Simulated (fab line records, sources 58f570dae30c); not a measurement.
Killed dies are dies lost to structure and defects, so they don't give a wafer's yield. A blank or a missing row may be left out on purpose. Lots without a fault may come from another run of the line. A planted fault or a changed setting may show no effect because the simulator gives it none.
Which tool did it? | flow berkeley_cmos170 | 13 lots, 39 wafers sampled, at 6 steps of a route of 331

WHAT THE GAUGES READ, wafer by wafer
UCB170_PWELL_OVL_MEAS_13.
lot  | measured    | on         | PWELL_OVL (nm)
L155 | day 3 10:14 | overlay-01 | 3 3 -1
L156 | day 3 22:46 | overlay-01 | -19 -12 -19
L158 | day 3 22:46 | overlay-02 | -7 -6 -2
L157 | day 3 22:53 | overlay-01 | -5 -3 -6
L160 | day 4 07:29 | overlay-01 | -12 -9 -10
L159 | day 4 07:46 | overlay-01 | -2 -10 -7
L164 | day 5 02:05 | overlay-01 | - - -
L172 | day 6 15:46 | overlay-02 | 9 7 10
L174 | day 7 07:44 | overlay-02 | 7 7 9
L175 | day 7 07:48 | overlay-01 | 1 -3 -7
L176 | day 7 23:31 | overlay-01 | -3 2 1
L178 | day 7 23:38 | overlay-02 | 1 1 8
L177 | day 8 00:11 | overlay-01 | -10 -5 -11

UCB170_PWELL_TW_MEAS_17.
lot  | measured    | on            | PWELL_TW
L155 | day 3 10:37 | film_metro-03 | 386 385 385
L156 | day 3 23:10 | film_metro-01 | 382 381 384
L158 | day 3 23:10 | film_metro-02 | 379 378 377
L157 | day 3 23:17 | film_metro-03 | 385 387 386
L160 | day 4 07:52 | film_metro-01 | 383 383 385
L159 | day 4 08:08 | film_metro-01 | 384 382 384
L164 | day 5 02:29 | film_metro-03 | 31 30 30
L172 | day 6 16:08 | film_metro-01 | 386 386 383
L174 | day 7 08:11 | film_metro-02 | 374 375 375
L175 | day 7 08:11 | film_metro-03 | 386 386 386
L176 | day 7 23:55 | film_metro-03 | 386 385 385
L178 | day 8 00:02 | film_metro-01 | 383 385 383
L177 | day 8 00:35 | film_metro-01 | 386 383 383

UCB170_ACTIVE_THK_MEAS_03.
lot  | measured    | on            | ACTIVE_OXIDE_THK (nm)
L155 | day 4 09:25 | film_metro-04 | 27.4 26.6 26.6
L156 | day 4 19:25 | film_metro-03 | 27.0 26.8 26.7
L158 | day 4 19:24 | film_metro-04 | 26.2 26.7 26.5
L157 | day 4 19:23 | film_metro-01 | 26.6 26.5 26.7
L160 | day 5 04:50 | film_metro-01 | 27.0 27.3 26.8
L159 | day 5 04:50 | film_metro-04 | 26.4 26.5 26.5
L172 | day 7 13:14 | film_metro-03 | 26.1 25.6 26.1
L174 | day 8 08:07 | film_metro-01 | 26.6 26.4 26.1
L175 | day 8 08:05 | film_metro-04 | 26.3 26.0 26.2
L176 | day 8 20:10 | film_metro-03 | 27.0 27.0 26.7
L178 | day 8 20:10 | film_metro-04 | 25.4 26.2 26.1
L177 | day 8 20:14 | film_metro-03 | 25.6 26.0 25.6

UCB170_SCREENOX_THK_MEAS_02.
lot  | measured     | on            | SCREENOX_OXIDE_THK (nm)
L155 | day 5 17:50  | film_metro-03 | 14.72 14.58 14.78
L156 | day 6 12:55  | film_metro-01 | 14.73 14.77 14.86
L158 | day 6 12:54  | film_metro-04 | 14.30 14.60 14.11
L157 | day 6 12:53  | film_metro-03 | 14.50 14.44 14.54
L160 | day 6 18:26  | film_metro-01 | 14.20 14.05 14.39
L159 | day 6 18:23  | film_metro-01 | 14.63 14.95 14.51
L172 | day 9 06:00  | film_metro-03 | 14.57 14.53 14.72
L174 | day 10 00:35 | film_metro-04 | 14.27 14.23 14.23
L175 | day 10 00:34 | film_metro-03 | 14.82 14.95 14.81
L176 | day 10 11:53 | film_metro-04 | 14.09 14.31 14.23
L178 | day 10 11:52 | film_metro-01 | 14.03 14.12 13.91
L177 | day 10 11:53 | film_metro-03 | 14.08 14.28 14.17

UCB170_M2_OVL_MEAS_16.
lot  | measured     | on         | M2_OVL (nm)
L155 | day 8 07:44  | overlay-02 | -4 -6 -6
L156 | day 9 04:49  | overlay-02 | 5 -1 1
L158 | day 9 04:28  | overlay-02 | 0 0 13
L157 | day 9 04:42  | overlay-01 | -5 -4 -7
L160 | day 9 04:41  | overlay-02 | 1 2 1
L159 | day 9 03:31  | overlay-02 | 0 -3 -5
L172 | day 11 19:37 | overlay-01 | -6 -5 -8
L174 | day 12 13:13 | overlay-01 | -9 -12 -11
L175 | day 12 11:01 | overlay-02 | -10 -8 -1
L176 | day 13 01:26 | overlay-02 | 0 -9 0
L178 | day 12 22:43 | overlay-02 | 13 1 8
L177 | day 13 01:10 | overlay-01 | 1 -2 4

WHICH TOOL RAN EACH LOT (tool, then ch and the chambers of the sampled wafers, then the start)
lot  | UCB170_PWELL_EXPOSE_10
L155 | krf_scanner-01 ch 0, day 3 09:26
L156 | krf_scanner-02 ch 0, day 3 22:01
L158 | krf_scanner-02 ch 0, day 3 22:07
L157 | krf_scanner-02 ch 0, day 3 22:13
L160 | krf_scanner-02 ch 0, day 4 06:19
L159 | krf_scanner-02 ch 0, day 4 06:36
L164 | krf_scanner-01 ch 0, day 5 01:21
L172 | krf_scanner-01 ch 0, day 6 15:10
L174 | krf_scanner-01 ch 0, day 7 07:20
L175 | krf_scanner-01 ch 0, day 7 07:25
L176 | krf_scanner-02 ch 0, day 7 22:40
L178 | krf_scanner-01 ch 0, day 7 22:53
L177 | krf_scanner-02 ch 0, day 7 23:23
- UCB170_PWELL_EXPOSE_10: exposes mask PWELL, target cd 3000 nm.

WHAT THE TOOLS THEMSELVES READ (means of the sampled wafers that have a number; where no wafer has one, the mark that the record gives instead)
The record holds no such reading with a usual standard deviation.

THE ANSWER, worked out from the rows above alone
Rule: what is usual is taken from the lots themselves. Put in order of their means at a reading, lots are off if they are a third of the lots or fewer, leave a main group of 4 or more, and stand apart from it by a gap of 3 or more times the standard deviation of the main group's means; of several such gaps the widest counts. A main group whose means are all the same, to the digits that the tables above print for the reading, isn't used. A lot without any number at a reading at which 4 lots or more have one is off too. The other lots that the step has rows for count as sound. The gauges are gone through in route order, then the tools' own readings, and for those a lot's mean is taken as printed above. The first step at which some lot is off is used, and at that step the reading that is off furthest; a lot without a number counts as furthest.
Off: L164, at UCB170_PWELL_OVL_MEAS_13 (PWELL_OVL). Without a number there: L164. The main group: mean -3 nm, standard deviation 7.1.
A tool fits if, at a process step before that reading, it ran every lot that is off, and no sound lot after the first of them. The gauges at UCB170_PWELL_OVL_MEAS_13 aren't tried: what is off there is off at UCB170_PWELL_TW_MEAS_17 too, on other tools, and a gauge's error can't cause that. None of those tried fits.

WHAT THE SIMULATOR HAD PUT IN
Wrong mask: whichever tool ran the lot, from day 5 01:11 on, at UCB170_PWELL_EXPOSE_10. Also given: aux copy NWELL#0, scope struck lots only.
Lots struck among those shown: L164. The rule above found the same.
